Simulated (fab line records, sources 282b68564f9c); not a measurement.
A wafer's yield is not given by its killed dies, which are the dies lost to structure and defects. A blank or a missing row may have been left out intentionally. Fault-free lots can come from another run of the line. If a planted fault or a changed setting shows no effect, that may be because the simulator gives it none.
Struck lot and sound lot, side by side | flow rit_cmos | 43 steps out of a route of 202
Sound: wafers L716.2, L716.3, L716.4. Struck: wafers L733.2, L733.3, L733.4. Last of all comes the cause.
For every step that has rows: the tool of each side, followed by ch and its chambers, followed by its first start. Under that, the readings that differ: sound wafers | struck wafers | difference of the means | sigmas: that difference in standard deviations of wafers without a fault.
alike: a reading whose means differ by less than 2 such deviations, as well as words and numbers matching on both sides. not compared: withheld readings; readings where some wafer has no value; bounds like >300 that might hide an equal value; numbers whose values overlap and for which the record gives no deviation.
A row with sigmas, a row that says differs or no value, or rows on one side alone: a step with any of these is where the two part. Numbers that don't overlap but have no deviation are shown without sigmas and don't part them. A reading missing from all wafers of one side parts the sides only when that side holds two or more wafers.

first, 3 steps without rows for these wafers: RIT_SDANNEAL_CLEAN_00 (cleans in SC1, time 600 s); RIT_SDANNEAL_CLEAN_01 (cleans in dHF, time 30 s); RIT_SDANNEAL_CLEAN_02 (cleans in SC2, time 600 s).
RIT_SDANNEAL_RTA_03: time 5 s.
  sound on rtp_anneal-02 ch 0, day 3 15:37; struck on rtp_anneal-01 ch 0, day 7 08:28
  alike: wafer_temp_C_max
RIT_SDANNEAL_RS_MEAS_04: the measuring method here is four-point-probe.
  sound on film_metro-04, day 3 15:41; struck on film_metro-02, day 7 08:32
  alike: PSD_RS
RIT_SDANNEAL_RS_MEAS_05: the measuring method here is four-point-probe.
  sound on film_metro-04, day 3 15:48; struck on film_metro-02, day 7 08:40
  alike: NSD_RS
RIT_SDANNEAL_RS_MEAS_06: the measuring method here is four-point-probe.
  sound on film_metro-04, day 3 15:55; struck on film_metro-02, day 7 08:47
  reading          | sound             | struck            | difference | sigmas
  PLDD_RS (ohm/sq) | 179.3 179.2 179.0 | 178.0 177.8 177.9 | -1.3       | -3
RIT_SDANNEAL_RS_MEAS_07: the measuring method here is four-point-probe.
  sound on film_metro-04, day 3 16:02; struck on film_metro-02, day 7 08:54
  alike: NLDD_RS
then, 2 steps without rows for these wafers: RIT_SILICIDE_WET_ETCH_00 (etches SiO2 in BOE, target depth 14 nm, time 15 s); RIT_SILICIDE_SPUTTER_01 (material Ti, target thk 30 nm, time 246.4 s).
RIT_SILICIDE_RS_MEAS_02: the measuring method here is four-point-probe.
  sound on film_metro-01, day 3 16:20; struck on film_metro-03, day 7 09:11
  alike: SILICIDE_TI_RS
RIT_SILICIDE_THK_MEAS_03: measures by xrf.
  sound on film_metro-01, day 3 16:26; struck on film_metro-03, day 7 09:17
  alike: SILICIDE_TI_THK
RIT_SILICIDE_RTA_04: time 10 s, ramp up 5 s, ramp down 5 s.
  sound on rtp_anneal-01 ch 0, day 3 16:30; struck on rtp_anneal-02 ch 0, day 7 09:21
  alike: wafer_temp_C_max
then, 1 step without rows for these wafers: RIT_SILICIDE_WET_ETCH_05 (etches Ti in SPM, time 120 s).
RIT_SILICIDE_RTA_06: time 10 s, ramp up 5 s, ramp down 10 s.
  sound on rtp_anneal-02 ch 0, day 3 16:36; struck on rtp_anneal-01 ch 0, day 7 09:28
  alike: wafer_temp_C_max
RIT_CONTACT_CVD_00: deposits SiO2 from TEOS, target thk 400 nm, time 61 s.
  sound on pecvd-04 ch 0,1,2, day 3 16:40; struck on pecvd-01 ch 1,2, day 7 09:31
  alike: heater_power_w
RIT_CONTACT_THK_MEAS_01:
  sound on film_metro-02, day 3 16:43; struck on film_metro-02, day 7 09:35
  alike: CONTACT_TEOS_THK
then, 6 steps without rows for these wafers: RIT_CONTACT_HMDS_02 (prime time 60 s); RIT_CONTACT_COAT_03 (resist thk 1000 nm); RIT_CONTACT_SOFTBAKE_04 (time 60 s); RIT_CONTACT_EXPOSE_05 (exposes mask M11, target cd 1000 nm); RIT_CONTACT_PEB_06; RIT_CONTACT_DEVELOP_07 (develop time 120 s).
RIT_CONTACT_CD_MEAS_08: the cd target is 1000 nm.
  sound on cd_sem-02, day 3 17:53; struck on cd_sem-02, day 7 10:44
  alike: cd_nm
RIT_CONTACT_OVL_MEAS_09:
  sound on overlay-02, day 3 17:59; struck on overlay-01, day 7 10:51
  alike: CONTACT_OVL
then, 1 step without rows for these wafers: RIT_CONTACT_HARDBAKE_10 (time 60 s).
RIT_CONTACT_ETCH_11: etches SiO2 in CHF3/CF4/Ar, stops on TiSi2, target depth 480 nm, time 320 s.
  sound on rie_diel-01 ch 0,2,3, day 3 18:10; struck on rie_diel-04 ch 0,1,3, day 7 11:02
  alike: drypump_motor_current_A, oes_product_au, throttle_valve_pct
  not compared: rf_hours_counter_h
RIT_CONTACT_STRIP_12: strips in O2, time 180 s.
  sound on plasma_asher-02 ch 0,1, day 3 18:22; struck on plasma_asher-02 ch 0,1, day 7 11:13
  alike: drypump_motor_current_A
  not compared: rf_hours_counter_h
RIT_CONTACT_CD_MEAS_90: the cd target is 1000 nm.
  sound on cd_sem-01, day 3 18:34; struck on cd_sem-01, day 7 11:25
  alike: cd_nm
then, 3 steps without rows for these wafers: RIT_CONTACT_CLEAN_13 (cleans in SC1, time 600 s); RIT_CONTACT_CLEAN_14 (cleans in SC2, time 600 s); RIT_M1_SPUTTER_00 (material Al, target thk 400 nm, time 522.8 s).
RIT_M1_RS_MEAS_01: the measuring method here is four-point-probe.
  sound on film_metro-02, day 3 19:19; struck on film_metro-04, day 7 12:11
  alike: M1_AL_RS
RIT_M1_THK_MEAS_02: measures by xrf.
  sound on film_metro-02, day 3 19:26; struck on film_metro-04, day 7 12:17
  alike: M1_AL_THK
then, 6 steps without rows for these wafers: RIT_M1_HMDS_03 (prime time 60 s); RIT_M1_COAT_04 (resist thk 1300 nm); RIT_M1_SOFTBAKE_05 (time 60 s); RIT_M1_EXPOSE_06 (exposes mask M12, target cd 2600 nm); RIT_M1_PEB_07; RIT_M1_DEVELOP_08 (develop time 68 s).
RIT_M1_CD_MEAS_09: the cd target is 2600 nm.
  sound on cd_sem-02, day 3 20:23; struck on cd_sem-02, day 7 13:14
  alike: cd_nm
RIT_M1_OVL_MEAS_10:
  sound on overlay-02, day 3 20:29; struck on overlay-02, day 7 13:21
  alike: M1_OVL
RIT_M1_PROBE_99:
  sound on prober-01, day 3 23:11; struck on prober-02, day 7 16:08
  reading                              | sound             | struck            | difference | sigmas
  model.etest.npoly_line.line_ohm_um   | 155.2 159.6 157.7 | 213.9 209.3 213.6 | +54.8      |
  model.etest.ppoly_line.line_ohm_um   | 151.8 153.3 150.7 | 203 201.3 205.2   | +51        |
  model.etest.contact_nplus.end_ohm_um | 43.49 41.67 41    | 33.66 33.65 34.85 | -8.00      |
  model.etest.contact_pplus.end_ohm_um | 44.17 43.66 43.57 | 35.97 35.4 36.23  | -7.93      |
  model.etest.npoly_line.rs_ohm_sq     | 16.48 16.65 16.64 | 22.56 22.48 22.68 | +5.98      |
  model.etest.ppoly_line.rs_ohm_sq     | 16 16.23 16.13    | 21.78 21.6 21.78  | +5.60      |
  alike: killed_at_contacts, killed_at_front_end, killed_dies, killed_open, killed_short
  not compared: model.etest.ppoly_line.width_nm, model.etest.npoly_line.width_nm

== WHERE THEY PART ==
At RIT_SDANNEAL_RS_MEAS_06 and nowhere else, as far as this record goes. Later steps at which nothing parts them and some readings are alike: RIT_SDANNEAL_RS_MEAS_07, RIT_SILICIDE_RS_MEAS_02, RIT_SILICIDE_THK_MEAS_03, RIT_SILICIDE_RTA_04, RIT_SILICIDE_RTA_06, RIT_CONTACT_CVD_00, RIT_CONTACT_THK_MEAS_01, RIT_CONTACT_CD_MEAS_08, RIT_CONTACT_OVL_MEAS_09, RIT_CONTACT_ETCH_11, RIT_CONTACT_STRIP_12, RIT_CONTACT_CD_MEAS_90, RIT_M1_RS_MEAS_01, RIT_M1_THK_MEAS_02, RIT_M1_CD_MEAS_09, RIT_M1_OVL_MEAS_10, RIT_M1_PROBE_99.

WHY: what had been put in by the simulator
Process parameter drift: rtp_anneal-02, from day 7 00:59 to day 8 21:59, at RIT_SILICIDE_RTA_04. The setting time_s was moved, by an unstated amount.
